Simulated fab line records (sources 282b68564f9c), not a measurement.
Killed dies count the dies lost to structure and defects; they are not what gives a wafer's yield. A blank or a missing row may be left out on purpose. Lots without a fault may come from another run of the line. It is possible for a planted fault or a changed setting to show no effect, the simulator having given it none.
Split-lot study | flow rit_cmos | 27 wafers read across 5 lots, on a route 202 steps long

SPLIT DETAILS
At RIT_ACTIVE_OXIDATION_01 (target thk 46.8 nm, ox time 3360 s), the setting ox_time_s was moved away from the recipe's 3360 s on 24 of the 27 wafers read, by -52.4% to +37.1%. This setting was run at the recipe's value on the other wafers.

Split to reading: the file shows no intervening step.

THE READING
ACTIVE_OXIDE_THK (nm), taken at RIT_ACTIVE_THK_MEAS_02. Fault-free wafers of this fab line usually give 46.8 nm, standard deviation 0.68 nm.

wafer  | tool, chamber at the split | ox_time_s as run, s | against the recipe | ACTIVE_OXIDE_THK, nm | against lot-mates on the recipe
L075.3 | furnace-03, 0              | 3360                | recipe             | 46.8                 | -
L075.4 | furnace-03, 0              | 3360                | recipe             | 48.1                 | -
L075.5 | furnace-03, 0              | 3360                | recipe             | 46.9                 | -
L076.1 | -, -                       | 1598                | -52.4%             | 29.7                 | no lot-mate on the recipe
L076.2 | -, -                       | 1598                | -52.4%             | 30.1                 | no lot-mate on the recipe
L076.3 | -, -                       | 1598                | -52.4%             | 28.9                 | no lot-mate on the recipe
L076.4 | -, -                       | 1598                | -52.4%             | 29.7                 | no lot-mate on the recipe
L076.5 | -, -                       | 1598                | -52.4%             | 29.7                 | no lot-mate on the recipe
L076.6 | -, -                       | 1598                | -52.4%             | 29.5                 | no lot-mate on the recipe
L077.1 | -, -                       | 2603                | -22.5%             | 40.0                 | no lot-mate on the recipe
L077.2 | -, -                       | 2603                | -22.5%             | 39.4                 | no lot-mate on the recipe
L077.3 | -, -                       | 2603                | -22.5%             | 39.7                 | no lot-mate on the recipe
L077.4 | -, -                       | 2603                | -22.5%             | 39.5                 | no lot-mate on the recipe
L077.5 | -, -                       | 2603                | -22.5%             | 39.3                 | no lot-mate on the recipe
L077.6 | -, -                       | 2603                | -22.5%             | 39.2                 | no lot-mate on the recipe
L080.1 | -, -                       | 1624                | -51.7%             | 30.5                 | no lot-mate on the recipe
L080.2 | -, -                       | 1624                | -51.7%             | 30.6                 | no lot-mate on the recipe
L080.3 | -, -                       | 1624                | -51.7%             | 30.6                 | no lot-mate on the recipe
L080.4 | -, -                       | 1624                | -51.7%             | 30.8                 | no lot-mate on the recipe
L080.5 | -, -                       | 1624                | -51.7%             | 30.8                 | no lot-mate on the recipe
L080.6 | -, -                       | 1624                | -51.7%             | 30.8                 | no lot-mate on the recipe
L083.1 | -, -                       | 4606                | +37.1%             | 57.7                 | no lot-mate on the recipe
L083.2 | -, -                       | 4606                | +37.1%             | 57.5                 | no lot-mate on the recipe
L083.3 | -, -                       | 4606                | +37.1%             | 57.7                 | no lot-mate on the recipe
L083.4 | -, -                       | 4606                | +37.1%             | 57.3                 | no lot-mate on the recipe
L083.5 | -, -                       | 4606                | +37.1%             | 57.3                 | no lot-mate on the recipe
L083.6 | -, -                       | 4606                | +37.1%             | 56.2                 | no lot-mate on the recipe

THE FIT
A straight line over all 27 wafers: ACTIVE_OXIDE_THK changes by +0.307 nm for each +1% of ox_time_s; r = +1.00; the points scatter about the line by 0.64 nm.
Too few moved wafers with a lot-mate on the recipe to fit a line net of each lot's own level.

THE WHOLE CHAIN: every reading that the file lists as answering this split, in the file's order
step                    | what it does                                                        | reading                                                                             | change (the file's fit)               | r (the file's)
RIT_ACTIVE_OXIDATION_01 | target thk 46.8 nm, ox time 3360 s                                  | SiO2_of_ACTIVE_OXIDATION_01.thk_nm (the simulator's own value, which no gauge read) | +0.307 nm for each +1% of the setting | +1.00
RIT_ACTIVE_THK_MEAS_02  |                                                                     | ACTIVE_OXIDE_THK                                                                    | +0.307 for each +1% of the setting    | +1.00
RIT_ACTIVE_ETCH_13      | etches Si3N4 in SF6, stops on SiO2, time 210 s, target depth 210 nm | SiO2_of_ACTIVE_OXIDATION_01.thk_nm (the simulator's own value, which no gauge read) | +0.32 nm for each +1% of the setting  | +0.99
RIT_FOX2_WET_ETCH_03    | etches Si3N4 in H3PO4, target depth 195 nm, time 2700 s             | SiO2_of_ACTIVE_OXIDATION_01.thk_nm (the simulator's own value, which no gauge read) | +0.287 nm for each +1% of the setting | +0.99
RIT_M1_PROBE_99         |                                                                     | etest.pldd.width_nm (the simulator's own value, which no gauge read)                | -2.99 nm for each +1% of the setting  | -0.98
RIT_M1_PROBE_99         |                                                                     | etest.nldd.width_nm (the simulator's own value, which no gauge read)                | -2.94 nm for each +1% of the setting  | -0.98
RIT_M1_PROBE_99         |                                                                     | etest.nplus_sal.width_nm (the simulator's own value, which no gauge read)           | -1.75 nm for each +1% of the setting  | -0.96
RIT_M1_PROBE_99         |                                                                     | etest.pplus_sal.width_nm (the simulator's own value, which no gauge read)           | -1.7 nm for each +1% of the setting   | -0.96

FILE'S OWN FIT
ACTIVE_OXIDE_THK changes by +0.307 nm for each +1% of ox_time_s, r = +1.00.
